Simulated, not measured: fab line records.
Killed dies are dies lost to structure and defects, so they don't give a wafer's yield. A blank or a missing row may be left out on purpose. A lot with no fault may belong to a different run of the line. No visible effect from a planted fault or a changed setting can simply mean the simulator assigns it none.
fab line records | flow rit-cmos
record: lots: 15 wafers: 45 last-day: 8
route steps=202 shown NSD@141 PSD@148 M1@184
lots untouched by any fault: they come from a run of this same line in which no faults occurred
start-h: hours from the record's opening day to when the first of the lot's shown wafers began | wait-h: hours since the lot's step before | " repeats the value in the row above | L1.1+2: a row that stands for several wafers | - either no value or no given start | * or withheld: withheld | < > ~ a bound
route shown NAME@n: NAME is a module with steps in the file, n the number in the route of the first one | usual: mean/standard deviation of fault-free wafers | same: alike in all rows | chamber/n: place in a boat | sites: per-site readings | _std_site: the values' standard deviation | _edge_site: inner sites' mean taken away from outer sites' mean | radius-mm: for every site, how far away it sits from the centre of the wafer | mask NAME#n: copy n | behind: the last tool/chamber to shape the wafer | hold: why the lot was held/for how many hours/how that ended | device: transistor that didn't switch, given as n, p or np | end of line: the tests these same wafers got at the end of their route | a step with no rows: only its recipe | killed: count of dies lost to structure and defects at first sort (not the wafer's yield) | map: per-die view of a wafer (x killed, . not killed, _ where there is no die)
set.NAME: the setting the step ran with; set.NAME@STEP: the setting that earlier step ran with | model.NAME: the simulator's own value behind a step, which no gauge read
the route's steps for a sample of lots (tables are steps, rows are wafers)
services: when a tool's chamber went out of use (start-h, in hours from the record's first day, below 0 if earlier), for how many hours, and the reason
== steps ==
step: RIT_NSD_TW_MEAS_10
usual: NSD_TW: 3122/28
columns lot.wafer tool chamber start-h wait-h NSD_TW
L295.1 film-metro-02 - 53.99 0.1 3136
L295.4 " - " " 3141
L295.6 " - " " 3123
L296.2 film-metro-01 - 60.63 0.1 3088
L296.3 " - " " 3093
L296.4 " - " " 3098
L297.2 film-metro-02 - 64.09 0.1 3162
L297.3 " - " " 3142
L297.5 " - " " 3142
L298.2 film-metro-03 - 70.78 0.1 3112
L298.4 " - " " 3130
L298.6 " - " " 3114
L299.3 film-metro-02 - 76.79 0.1 3158
L299.4 " - " " 3162
L299.5 " - " " 3154
L300.2 film-metro-02 - 77.95 0.1 3152
L300.4 " - " " 3150
L300.5 " - " " 3149
L309.2 film-metro-03 - 124.00 0.1 3108
L309.4 " - " " 3112
L309.6 " - " " 3107
L310.3 film-metro-03 - 132.47 0.1 3106
L310.5 " - " " 3099
L310.6 " - " " 3104
L311.1 film-metro-02 - 135.18 0.1 3167
L311.5 " - " " 3166
L311.6 " - " " 3164
L312.3 film-metro-01 - 137.87 0.1 3117
L312.5 " - " " 3092
L312.6 " - " " 3110
L313.1 film-metro-01 - 145.33 0.1 3073
L313.2 " - " " 3088
L313.5 " - " " 3071
L314.1 film-metro-01 - 161.80 0.1 3082
L314.3 " - " " 3097
L314.6 " - " " 3095
L315.2 film-metro-01 - 167.59 0.1 3101
L315.3 " - " " 3095
L315.4 " - " " 3096
L317.2 film-metro-02 - 169.64 0.1 3139
L317.4 " - " " 3151
L317.6 " - " " 3138
L318.1 film-metro-02 - 178.12 0.1 3154
L318.4 " - " " 3156
L318.6 " - " " 3147
step: RIT_PSD_OVL_MEAS_06
usual: PSD_OVL: 0.4/1.5
columns lot.wafer tool chamber start-h wait-h PSD_OVL[nm]
L295.1 overlay-02 - 55.06 - 0.7
L295.4 " - " " -0.3
L295.6 " - " " -0.2
L296.2 overlay-01 - 61.66 - 1.0
L296.3 " - " " 1.1
L296.4 " - " " -0.4
L297.2 overlay-02 - 65.21 - 1.7
L297.3 " - " " 0.4
L297.5 " - " " 0.0
L298.2 overlay-02 - 71.81 - 0.0
L298.4 " - " " 0.8
L298.6 " - " " -0.5
L299.3 overlay-02 - 77.89 - -0.2
L299.4 " - " " -1.5
L299.5 " - " " 0.3
L300.2 overlay-02 - 79.23 - -0.9
L300.4 " - " " -0.4
L300.5 " - " " -0.7
L309.2 overlay-01 - 125.06 - 2.9
L309.4 " - " " 3.3
L309.6 " - " " 3.6
L310.3 overlay-01 - 133.49 - 0.7
L310.5 " - " " 1.1
L310.6 " - " " 0.1
L311.1 overlay-02 - 136.09 - -3.2
L311.5 " - " " -0.1
L311.6 " - " " 1.8
L312.3 overlay-01 - 139.16 - 1.7
L312.5 " - " " 0.8
L312.6 " - " " 1.3
L313.1 overlay-02 - 146.24 - -0.2
L313.2 " - " " -0.6
L313.5 " - " " 0.8
L314.1 overlay-02 - 162.71 - 1.0
L314.3 " - " " 2.8
L314.6 " - " " 1.4
L315.2 overlay-01 - 168.65 - -0.7
L315.3 " - " " -1.1
L315.4 " - " " -2.7
L317.2 overlay-02 - 170.54 - 1.4
L317.4 " - " " 0.1
L317.6 " - " " 0.5
L318.1 overlay-01 - 179.03 - -2.6
L318.4 " - " " -0.1
L318.6 " - " " -1.4
step: RIT_M1_SPUTTER_00
recipe: material: Al target-thk-nm: 400 power-w: 2000 chamber-pressure-pa: 0.4 gas: Ar time-s: 508 substrate-temp-c: 25
usual: throttle-valve-pct: 30.5/1
columns lot.wafer tool chamber start-h wait-h throttle-valve-pct
L295.1 pvd-sputter-04 - 59.43 0.0 30.5
L295.4 " - " " 28.3
L295.6 " - " " 29.1
L296.2 pvd-sputter-03 - 66.06 0.0 31.6
L296.3 " - " " 30.7
L296.4 " - " " 31.3
L297.2 pvd-sputter-04 - 69.47 0.0 28.5
L297.3 " - " " 29.3
L297.5 " - " " 30.4
L297.2 pvd-sputter-04 - 69.93 0.3 28.5
L297.3 " - " " 29.3
L297.5 " - " " 30.3
L298.2 pvd-sputter-03 - 76.11 0.0 30.8
L298.4 " - " " 31.1
L298.6 " - " " 30.9
L298.2 pvd-sputter-03 - 76.57 0.3 30.9
L298.4 " - " " 31.4
L298.6 " - " " 31.2
L299.3 pvd-sputter-02 - 82.29 0.0 29.9
L299.4 " - " " 27.7
L299.5 " - " " 31.1
L300.2 pvd-sputter-03 - 83.65 0.0 31.8
L300.4 " - " " 31.7
L300.5 " - " " 31.3
L300.2 pvd-sputter-03 - 84.13 0.3 31.5
L300.4 " - " " 31.2
L300.5 " - " " 31.4
L309.2 pvd-sputter-04 - 129.33 0.0 30.4
L309.4 " - " " 29.4
L309.6 " - " " 28.4
L310.3 pvd-sputter-03 - 137.95 0.0 31.2
L310.5 " - " " 30.9
L310.6 " - " " 30.7
L311.1 pvd-sputter-04 - 140.49 0.0 28.7
L311.5 " - " " 31.3
L311.6 " - " " 28.5
L312.3 pvd-sputter-03 - 143.66 0.0 31.3
L312.5 " - " " 31.0
L312.6 " - " " 31.2
L313.1 pvd-sputter-04 - 150.64 0.0 29.4
L313.2 " - " " 28.3
L313.5 " - " " 31.3
L314.1 pvd-sputter-03 - 167.03 0.0 30.6
L314.3 " - " " 31.3
L314.6 " - " " 31.6
L315.2 pvd-sputter-03 - 173.13 0.0 31.9
L315.3 " - " " 30.4
L315.4 " - " " 30.8
L317.2 pvd-sputter-02 - 175.05 0.0 30.3
L317.4 " - " " 30.8
L317.6 " - " " 27.7
L318.1 pvd-sputter-03 - 183.28 0.0 30.8
L318.4 " - " " 31.5
L318.6 " - " " 31.7
step: RIT_M1_RS_MEAS_01
recipe: thk-meas-gauge: four-point-probe reads: Al_of_M1_SPUTTER_00
usual: M1_AL_RS: 0.0722/0.0011
columns lot.wafer tool chamber start-h wait-h M1_AL_RS[ohm/sq]
L295.1 film-metro-01 - 59.73 0.1 0.0733
L295.4 " - " " 0.0736
L295.6 " - " " 0.0735
L296.2 film-metro-02 - 66.37 0.2 0.0719
L296.3 " - " " 0.0706
L296.4 " - " " 0.0704
L297.2 film-metro-02 - 70.24 0.2 0.0361
L297.3 " - " " 0.0361
L297.5 " - " " 0.0360
L298.2 film-metro-01 - 76.88 0.2 0.0350
L298.4 " - " " 0.0350
L298.6 " - " " 0.0355
L299.3 film-metro-02 - 82.62 0.2 0.0730
L299.4 " - " " 0.0735
L299.5 " - " " 0.0737
L300.2 film-metro-03 - 84.54 0.3 0.0364
L300.4 " - " " 0.0354
L300.5 " - " " 0.0353
L309.2 film-metro-03 - 129.64 0.2 0.0734
L309.4 " - " " 0.0728
L309.6 " - " " 0.0727
L310.3 film-metro-01 - 138.28 0.2 0.0707
L310.5 " - " " 0.0716
L310.6 " - " " 0.0712
L311.1 film-metro-03 - 140.78 0.1 0.0714
L311.5 " - " " 0.0695
L311.6 " - " " 0.0716
L312.3 film-metro-02 - 143.99 0.2 0.0718
L312.5 " - " " 0.0719
L312.6 " - " " 0.0716
L313.1 film-metro-01 - 150.93 0.1 0.0723
L313.2 " - " " 0.0730
L313.5 " - " " 0.0711
L314.1 film-metro-02 - 167.33 0.1 0.0712
L314.3 " - " " 0.0713
L314.6 " - " " 0.0708
L315.2 film-metro-01 - 173.44 0.2 0.0736
L315.3 " - " " 0.0717
L315.4 " - " " 0.0717
L317.2 film-metro-02 - 175.37 0.2 0.0725
L317.4 " - " " 0.0744
L317.6 " - " " 0.0728
L318.1 film-metro-03 - 183.58 0.1 0.0727
L318.4 " - " " 0.0735
L318.6 " - " " 0.0740
step: RIT_M1_THK_MEAS_02
recipe: thk-meas-gauge: xrf reads: Al_of_M1_SPUTTER_00
usual: M1_AL_THK: 409/6.5
columns lot.wafer tool chamber start-h wait-h M1_AL_THK[nm]
L295.1 film-metro-01 - 59.85 0.1 405
L295.4 " - " " 401
L295.6 " - " " 401
L296.2 film-metro-02 - 66.48 0.1 414
L296.3 " - " " 423
L296.4 " - " " 421
L297.2 film-metro-02 - 70.35 0.1 819
L297.3 " - " " 821
L297.5 " - " " 820
L298.2 film-metro-01 - 76.99 0.1 832
L298.4 " - " " 833
L298.6 " - " " 818
L299.3 film-metro-02 - 82.72 0.1 408
L299.4 " - " " 405
L299.5 " - " " 406
L300.2 film-metro-03 - 84.65 0.1 807
L300.4 " - " " 826
L300.5 " - " " 830
L309.2 film-metro-03 - 129.75 0.1 403
L309.4 " - " " 404
L309.6 " - " " 405
L310.3 film-metro-01 - 138.38 0.1 414
L310.5 " - " " 410
L310.6 " - " " 413
L311.1 film-metro-03 - 140.90 0.1 412
L311.5 " - " " 422
L311.6 " - " " 409
L312.3 film-metro-02 - 144.09 0.1 413
L312.5 " - " " 413
L312.6 " - " " 416
L313.1 film-metro-01 - 151.05 0.1 406
L313.2 " - " " 401
L313.5 " - " " 410
L314.1 film-metro-02 - 167.45 0.1 417
L314.3 " - " " 417
L314.6 " - " " 421
L315.2 film-metro-01 - 173.55 0.1 400
L315.3 " - " " 406
L315.4 " - " " 407
L317.2 film-metro-02 - 175.48 0.1 410
L317.4 " - " " 399
L317.6 " - " " 406
L318.1 film-metro-03 - 183.70 0.1 408
L318.4 " - " " 402
L318.6 " - " " 400
step: RIT_M1_STRIP_14
recipe: chemistry: O2 time-s: 180 platen-temp-c: withheld power-w: 500 pressure-mtorr: 4000 o2-flow-sccm: 4000
usual: drypump-motor-current-A: 5.5/0.54
columns lot.wafer tool chamber start-h wait-h drypump-motor-current-A rf-hours-counter-h
L295.1 plasma-asher-04 0 61.53 0.0 5.8 42
L295.4 " 1 " " 6.4 -
L295.6 " 1 " " 6.4 -
L296.2 plasma-asher-01 0 68.47 0.0 5.1 42
L296.3 " 1 " " 5.2 -
L296.4 " 0 " " 5.1 -
L297.2 plasma-asher-04 0 72.06 0.0 5.8 43
L297.3 " 0 " " 5.8 -
L297.5 " 1 " " 6.5 -
L298.2 plasma-asher-02 0 79.29 0.1 6.5 29
L298.4 " 1 " " 5.1 -
L298.6 " 0 " " 6.5 -
L299.3 plasma-asher-02 1 84.62 0.1 5.1 -
L299.4 " 0 " " 6.5 -
L299.5 " 0 " " 6.5 -
L300.2 plasma-asher-01 1 86.60 0.0 5.2 43
L300.4 " 1 " " 5.2 -
L300.5 " 0 " " 5.1 -
L309.2 plasma-asher-01 1 131.44 0.0 5.2 48
L309.4 " 0 " " 5.1 -
L309.6 " 0 " " 5.1 -
L310.3 plasma-asher-04 0 140.20 0.1 5.8 -
L310.5 " 0 " " 5.8 -
L310.6 " 1 " " 6.4 -
L311.1 plasma-asher-04 1 142.73 0.0 6.4 3
L311.5 " 0 " " 5.8 -
L311.6 " 1 " " 6.4 -
L312.3 plasma-asher-01 1 145.96 0.1 5.1 -
L312.5 " 1 " " 5.2 -
L312.6 " 0 " " 5.1 -
L313.1 plasma-asher-01 0 152.88 0.0 5.1 50
L313.2 " 1 " " 5.2 50
L313.5 " 1 " " 5.2 -
L314.1 plasma-asher-04 0 169.49 0.0 5.8 5
L314.3 " 1 " " 6.5 -
L314.6 " 0 " " 5.8 -
L315.2 plasma-asher-02 1 175.35 0.0 5.1 38
L315.3 " 0 " " 6.5 -
L315.4 " 1 " " 5.1 -
L317.2 plasma-asher-04 1 177.44 0.0 6.4 5
L317.4 " 0 " " 5.8 -
L317.6 " 1 " " 6.4 -
L318.1 plasma-asher-01 0 185.38 0.0 5.1 53
L318.4 " 0 " " 5.1 -
L318.6 " 1 " " 5.2 -
step: RIT_M1_PROBE_99
usual: defect-limited-yield: 97.3/1.1 killed_at_M0_to_M3: 0.0/0.23 killed-at-contacts: 0.1/0.23 killed-at-front-end: 7/3 killed-dies: 7/3 killed-on-rim: 2.0/1.2 killed-open: 3.3/2.1 killed-short: 3.7/1.9 sort_bin_3_pad_short: 0.1/0.22 sort_bin_5_function: 1.5/0.79 sort_bin_6_memory: 1.1/0.65 sort-n-pass: 257/3 sort-yield-pct: 97.3/1.1
same: gross-dies: 264 killed_at_M4_up: 0 killed-at-back-side: 0 killed-at-other: 0
columns lot.wafer tool chamber start-h wait-h defect-limited-yield[%] killed_at_M0_to_M3 killed-at-contacts killed-at-front-end killed-dies killed-on-rim killed-open killed-short sort_bin_3_pad_short[%] sort_bin_5_function[%] sort_bin_6_memory[%] sort-n-pass sort-yield-pct[%]
L295.1 prober-02 - 63.45 0.1 96.6 0 0 9 9 3 3 6 0.8 1.9 0.8 255 96.6
L295.4 prober-02 - 63.60 0.2 97.7 0 0 6 6 2 2 4 0 1.9 0.4 258 97.7
L295.6 prober-02 - 63.70 0.2 97.3 0 0 7 7 3 2 4 0.4 1.5 0.8 257 97.3
L296.2 prober-01 - 70.44 0.1 97.0 0 0 8 8 2 5 3 0 1.9 1.1 256 97.0
L296.3 prober-01 - 70.49 0.2 97.7 0 0 6 6 2 4 2 0 1.5 0.8 258 97.7
L296.4 prober-01 - 70.54 0.2 97.7 0 0 6 6 1 3 3 0 1.5 0.8 258 97.7
L297.2 prober-02 - 74.03 0.1 0 253 0 11 264 70 4 7 0.4 97.7 1.9 0 0
L297.3 prober-02 - 74.08 0.2 0 255 0 9 264 70 6 3 0 98.1 1.9 0 0
L297.5 prober-02 - 74.18 0.2 0 255 0 9 264 70 2 7 0 98.5 1.5 0 0
L298.2 prober-01 - 81.26 0.1 0 260 0 4 264 70 3 1 0 99.6 0.4 0 0
L298.4 prober-01 - 81.36 0.2 0 258 1 5 264 70 2 3 0.4 99.2 0.4 0 0
L298.6 prober-01 - 81.46 0.2 0 259 1 4 264 70 2 2 0 99.6 0.4 0 0
L299.3 prober-02 - 86.58 0.2 98.5 0 0 4 4 1 3 1 0 0.8 0.8 260 98.5
L299.4 prober-02 - 86.63 0.2 97.7 0 0 6 6 1 5 1 0 1.1 1.1 258 97.7
L299.5 prober-02 - 86.68 0.2 98.1 0 0 5 5 1 3 2 0.4 1.5 0 259 98.1
L300.2 prober-01 - 88.61 0.1 0 260 0 4 264 70 1 3 0 99.2 0.8 0 0
L300.4 prober-01 - 88.71 0.2 0 258 1 5 264 70 2 4 0.4 99.6 0 0 0
L300.5 prober-01 - 88.76 0.2 0 260 0 4 264 70 1 3 0 99.6 0.4 0 0
L309.2 prober-02 - 133.41 0.1 98.5 0 0 4 4 1 0 4 0 1.1 0.4 260 98.5
L309.4 prober-02 - 133.51 0.2 98.1 0 0 5 5 1 4 1 0 0.8 1.1 259 98.1
L309.6 prober-02 - 133.61 0.2 97.7 0 0 6 6 2 2 4 0 1.5 0.8 258 97.7
L310.3 prober-01 - 142.16 0.2 97.3 0 0 7 7 2 3 4 0 2.3 0.4 257 97.3
L310.5 prober-01 - 142.26 0.2 98.5 0 0 4 4 0 2 2 0 0 1.5 260 98.5
L310.6 prober-01 - 142.31 0.2 96.6 0 0 9 9 3 6 3 0.4 1.1 1.9 255 96.6
L311.1 prober-02 - 144.64 0.1 98.1 0 0 5 5 3 2 3 0.8 0.4 0.8 259 98.1
L311.5 prober-02 - 144.84 0.2 98.5 0 0 4 4 0 3 1 0 0.8 0.8 260 98.5
L311.6 prober-02 - 144.89 0.2 98.9 0 0 3 3 0 3 0 0 0 1.1 261 98.9
L312.3 prober-01 - 147.91 0.2 96.6 0 0 9 9 3 4 5 0.4 1.5 1.5 255 96.6
L312.5 prober-01 - 148.01 0.2 97.0 0 0 8 8 2 5 3 0 2.3 0.8 256 97.0
L312.6 prober-01 - 148.06 0.2 95.8 0 0 11 11 2 7 4 0.8 1.5 1.9 253 95.8
L313.1 prober-02 - 154.79 0.1 98.1 0 0 5 5 2 2 3 0 1.1 0.8 259 98.1
L313.2 prober-02 - 154.84 0.1 98.5 0 0 4 4 1 3 1 0 1.1 0.4 260 98.5
L313.5 prober-02 - 154.99 0.2 96.6 0 0 9 9 2 4 5 0 1.9 1.5 255 96.6
L314.1 prober-01 - 171.41 0.1 95.5 0 0 12 12 4 4 8 0.8 2.3 1.5 252 95.5
L314.3 prober-01 - 171.51 0.2 95.5 0 0 12 12 3 9 3 0.4 2.7 1.5 252 95.5
L314.6 prober-01 - 171.66 0.2 97.0 0 0 8 8 1 3 5 0.4 1.1 1.5 256 97.0
L315.2 prober-02 - 177.31 0.1 95.1 0 0 13 13 5 8 5 0.4 2.7 1.9 251 95.1
L315.3 prober-02 - 177.36 0.2 97.7 0 0 6 6 4 0 6 0.4 1.1 0.8 258 97.7
L315.4 prober-02 - 177.41 0.2 96.2 0 0 10 10 4 6 4 0 2.7 1.1 254 96.2
L317.2 prober-02 - 180.31 0.1 95.5 0 0 12 12 3 5 7 0 3.4 1.1 252 95.5
L317.4 prober-02 - 180.41 0.2 97.0 1 0 7 8 2 2 6 0 2.3 0.8 256 97.0
L317.6 prober-02 - 180.51 0.2 98.1 1 0 4 5 2 1 4 0 1.1 0.8 259 98.1
L318.1 prober-01 - 187.30 0.1 97.7 0 0 6 6 1 3 3 0.4 0.4 1.5 258 97.7
L318.4 prober-01 - 187.45 0.2 97.7 0 0 6 6 1 2 4 0.4 1.5 0.4 258 97.7
L318.6 prober-01 - 187.55 0.2 98.1 0 0 5 5 0 0 5 0.4 1.1 0.4 259 98.1
killed by level:class
L295.1 GATE:geometric-particle:short=6 GATE:geometric-particle:open=2 FOX1:geometric-particle:open=1
L295.4 GATE:geometric-particle:short=3 ACTIVE:geometric-particle:open=1 FOX1:geometric-particle:short=1 GATE:geometric-particle:open=1
L295.6 FOX1:geometric-particle:short=2 GATE:geometric-particle:open=1 GATE:geometric-particle:short=1 REOX:geometric-particle:short=1 SPACER:geometric-particle:open=1 GATE:coat-microbubble-printed=1
L296.2 FOX1:geometric-particle:open=2 GATE:geometric-particle:open=1 GATE:geometric-particle:short=1 REOX:geometric-particle:open=1 SPACER:geometric-particle:open=1 SPACER:geometric-particle:short=1 SILICIDE:geometric-particle:short=1
L296.3 GATE:geometric-particle:open=2 SILICIDE:geometric-particle:short=2 FOX1:geometric-particle:open=1 SILICIDE:geometric-particle:open=1
L296.4 REOX:geometric-particle:short=3 GATE:geometric-particle:open=1 REOX:geometric-particle:open=1 SILICIDE:geometric-particle:open=1
L297.2 M1:area-etch=253 FOX1:geometric-particle:short=2 GATE:geometric-particle:short=2 SPACER:geometric-particle:short=2 SILICIDE:geometric-particle:open=2 ACTIVE:geometric-particle:open=1 GATE:geometric-particle:open=1 REOX:geometric-particle:short=1
L297.3 M1:area-etch=255 GATE:geometric-particle:open=2 GATE:geometric-particle:short=2 SPACER:geometric-particle:open=2 FOX2:geometric-particle:open=1 SILICIDE:geometric-particle:short=1 SILICIDE:geometric-particle:open=1
L297.5 M1:area-etch=255 SPACER:geometric-particle:short=3 SILICIDE:geometric-particle:short=3 FOX1:geometric-particle:short=1 SPACER:geometric-particle:open=1 SILICIDE:geometric-particle:open=1
L298.2 M1:area-etch=260 SPACER:geometric-particle:open=2 GATE:geometric-particle:open=1 SILICIDE:geometric-particle:short=1
L298.4 M1:area-etch=258 SPACER:geometric-particle:short=2 FOX2:geometric-particle:short=1 GATE:geometric-particle:open=1 REOX:geometric-particle:open=1 CONTACT:coat-microbubble-printed=1
L298.6 M1:area-etch=259 FOX1:geometric-particle:open=1 FOX1:geometric-particle:short=1 FOX2:geometric-particle:short=1 SPACER:geometric-particle:open=1 CONTACT:coat-microbubble-printed=1
L299.3 GATE:geometric-particle:open=2 FOX2:geometric-particle:open=1 GATE:geometric-particle:short=1
L299.4 GATE:geometric-particle:open=2 SPACER:geometric-particle:open=2 SPACER:geometric-particle:short=1 SILICIDE:geometric-particle:open=1
L299.5 FOX1:geometric-particle:open=1 GATE:geometric-particle:short=1 GATE:geometric-particle:open=1 SPACER:geometric-particle:short=1 SILICIDE:geometric-particle:open=1
L300.2 M1:area-etch=260 GATE:geometric-particle:short=1 REOX:geometric-particle:short=1 REOX:geometric-particle:open=1 SPACER:geometric-particle:short=1
L300.4 M1:area-etch=258 GATE:geometric-particle:open=2 FOX2:geometric-particle:short=1 GATE:geometric-particle:short=1 SILICIDE:geometric-particle:short=1 CONTACT:geometric-particle:short=1
L300.5 M1:area-etch=260 FOX2:geometric-particle:short=2 GATE:geometric-particle:short=1 GATE:geometric-particle:open=1
L309.2 SPACER:geometric-particle:short=2 GATE:geometric-particle:short=1 REOX:geometric-particle:short=1
L309.4 FOX2:geometric-particle:open=3 SILICIDE:geometric-particle:short=1 SILICIDE:geometric-particle:open=1
L309.6 FOX2:geometric-particle:short=2 FOX2:geometric-particle:open=1 GATE:geometric-particle:open=1 GATE:geometric-particle:short=1 REOX:geometric-particle:short=1
L310.3 GATE:geometric-particle:open=2 GATE:geometric-particle:short=2 FOX1:geometric-particle:open=1 FOX1:geometric-particle:short=1 SPACER:geometric-particle:short=1
L310.5 FOX1:geometric-particle:open=1 GATE:geometric-particle:open=1 GATE:geometric-particle:short=1 SPACER:geometric-particle:short=1
L310.6 REOX:geometric-particle:open=3 FOX1:geometric-particle:open=2 FOX1:geometric-particle:short=1 GATE:geometric-particle:short=1 SPACER:geometric-particle:open=1 SILICIDE:geometric-particle:short=1
L311.1 REOX:geometric-particle:short=2 FOX1:geometric-particle:open=1 GATE:geometric-particle:short=1 GATE:geometric-particle:open=1
L311.5 GATE:geometric-particle:open=2 GATE:geometric-particle:short=1 SILICIDE:geometric-particle:open=1
L311.6 FOX2:geometric-particle:open=2 REOX:geometric-particle:open=1
L312.3 FOX2:geometric-particle:open=2 SILICIDE:geometric-particle:short=2 FOX1:geometric-particle:short=1 FOX1:geometric-particle:open=1 GATE:geometric-particle:short=1 SPACER:geometric-particle:open=1 SPACER:geometric-particle:short=1
L312.5 SPACER:geometric-particle:open=2 SILICIDE:geometric-particle:open=2 FOX2:geometric-particle:short=1 GATE:geometric-particle:open=1 GATE:geometric-particle:short=1 REOX:geometric-particle:short=1
L312.6 GATE:geometric-particle:open=3 SILICIDE:geometric-particle:open=2 ACTIVE:geometric-particle:short=1 FOX1:geometric-particle:open=1 GATE:geometric-particle:short=1 REOX:geometric-particle:open=1 SPACER:geometric-particle:short=1 SILICIDE:geometric-particle:short=1
L313.1 FOX1:geometric-particle:short=1 GATE:geometric-particle:short=1 GATE:geometric-particle:open=1 REOX:geometric-particle:open=1 REOX:geometric-particle:short=1
L313.2 FOX1:geometric-particle:open=1 GATE:geometric-particle:open=1 REOX:geometric-particle:open=1 REOX:geometric-particle:short=1
L313.5 FOX1:geometric-particle:short=3 GATE:geometric-particle:open=2 REOX:geometric-particle:short=1 SPACER:geometric-particle:open=1 SILICIDE:geometric-particle:short=1 SILICIDE:geometric-particle:open=1
L314.1 GATE:geometric-particle:short=6 GATE:geometric-particle:open=2 FOX1:geometric-particle:open=1 FOX1:geometric-particle:short=1 SPACER:geometric-particle:short=1 SILICIDE:geometric-particle:open=1
L314.3 FOX1:geometric-particle:open=6 GATE:geometric-particle:open=2 FOX1:geometric-particle:short=1 GATE:geometric-particle:short=1 SPACER:geometric-particle:open=1 SPACER:geometric-particle:short=1
L314.6 GATE:geometric-particle:open=3 GATE:geometric-particle:short=3 SILICIDE:geometric-particle:short=2
L315.2 FOX2:geometric-particle:short=4 REOX:geometric-particle:open=2 GATE:geometric-particle:open=2 SPACER:geometric-particle:open=2 FOX1:geometric-particle:open=1 GATE:geometric-particle:short=1 SILICIDE:geometric-particle:open=1
L315.3 FOX2:geometric-particle:short=2 GATE:geometric-particle:short=2 SPACER:geometric-particle:short=2
L315.4 GATE:geometric-particle:short=2 GATE:geometric-particle:open=2 REOX:geometric-particle:short=2 SPACER:geometric-particle:open=2 FOX1:geometric-particle:open=1 REOX:geometric-particle:open=1
L317.2 FOX1:geometric-particle:short=3 REOX:geometric-particle:short=2 SPACER:geometric-particle:open=2 FOX2:geometric-particle:open=1 FOX2:geometric-particle:short=1 GATE:geometric-particle:short=1 REOX:geometric-particle:open=1 SILICIDE:geometric-particle:open=1
L317.4 GATE:geometric-particle:short=4 GATE:geometric-particle:open=2 FOX2:geometric-particle:short=1 M1:geometric-particle:short=1
L317.6 FOX2:geometric-particle:short=2 GATE:geometric-particle:short=1 SPACER:geometric-particle:open=1 M1:geometric-particle:short=1
L318.1 FOX1:geometric-particle:short=2 REOX:geometric-particle:open=2 FOX1:geometric-particle:open=1 REOX:geometric-particle:short=1
L318.4 GATE:geometric-particle:short=2 FOX1:geometric-particle:short=1 REOX:geometric-particle:open=1 SPACER:geometric-particle:open=1 SILICIDE:geometric-particle:short=1
L318.6 REOX:geometric-particle:short=3 GATE:geometric-particle:short=2
== services ==
columns tool chamber start-h hours kind
pvd-sputter-02 - 37.07 0.5 repair
plasma-asher-01 - 74.82 4.1 repair
pvd-sputter-02 - 84.21 5.0 repair
plasma-asher-04 - 108.75 9.0 pm
plasma-asher-04 0 108.75 9.0 vent-cycle
plasma-asher-04 1 108.75 9.0 vent-cycle
plasma-asher-02 - 114.45 7.6 repair
plasma-asher-04 0 117.75 - clean
plasma-asher-04 1 117.75 - clean
pvd-sputter-02 - 120.75 1.9 repair
plasma-asher-04 - 183.88 2.8 pm
== key ==
first-sign: step: RIT_M1_SPUTTER_00 reading: visit direction: added
effect: step: RIT_M1_RS_MEAS_01 reading: M1_AL_RS direction: down sigmas: 32 usual: 0.0722 struck: 0.0356
effect: step: RIT_M1_THK_MEAS_02 reading: M1_AL_THK direction: up sigmas: 63 usual: 409 struck: 823
effect: step: RIT_M1_PROBE_99 reading: killed_at_M0_to_M3 direction: up sigmas: 99+ usual: 0.0 struck: 257.6
more-kills-born-at: RIT_M1_METAL_ETCH_12@rie-metal-03: 1541 RIT_M1_METAL_ETCH_12@rie-metal-02: 777
met-at RIT_M1_SPUTTER_00
struck-lots L297,L298,L300
later-rows-left-out L297.2,L297.3,L297.5,L298.2,L298.4,L298.6,L300.2,L300.4,L300.5
not-acting-at RIT_NSD_TW_MEAS_10,RIT_PSD_OVL_MEAS_06,RIT_M1_STRIP_14
fault: kind: repeated-step-whole tool: pvd-sputter-02,pvd-sputter-03,pvd-sputter-04 chamber: - onset-h: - steps: RIT_M1_SPUTTER_00 times: 1 scope: struck-lots-only
later-rows-left-out: the simulator's readings of these wafers behind a module that went badly wrong aren't trusted and aren't shown, but for the sort
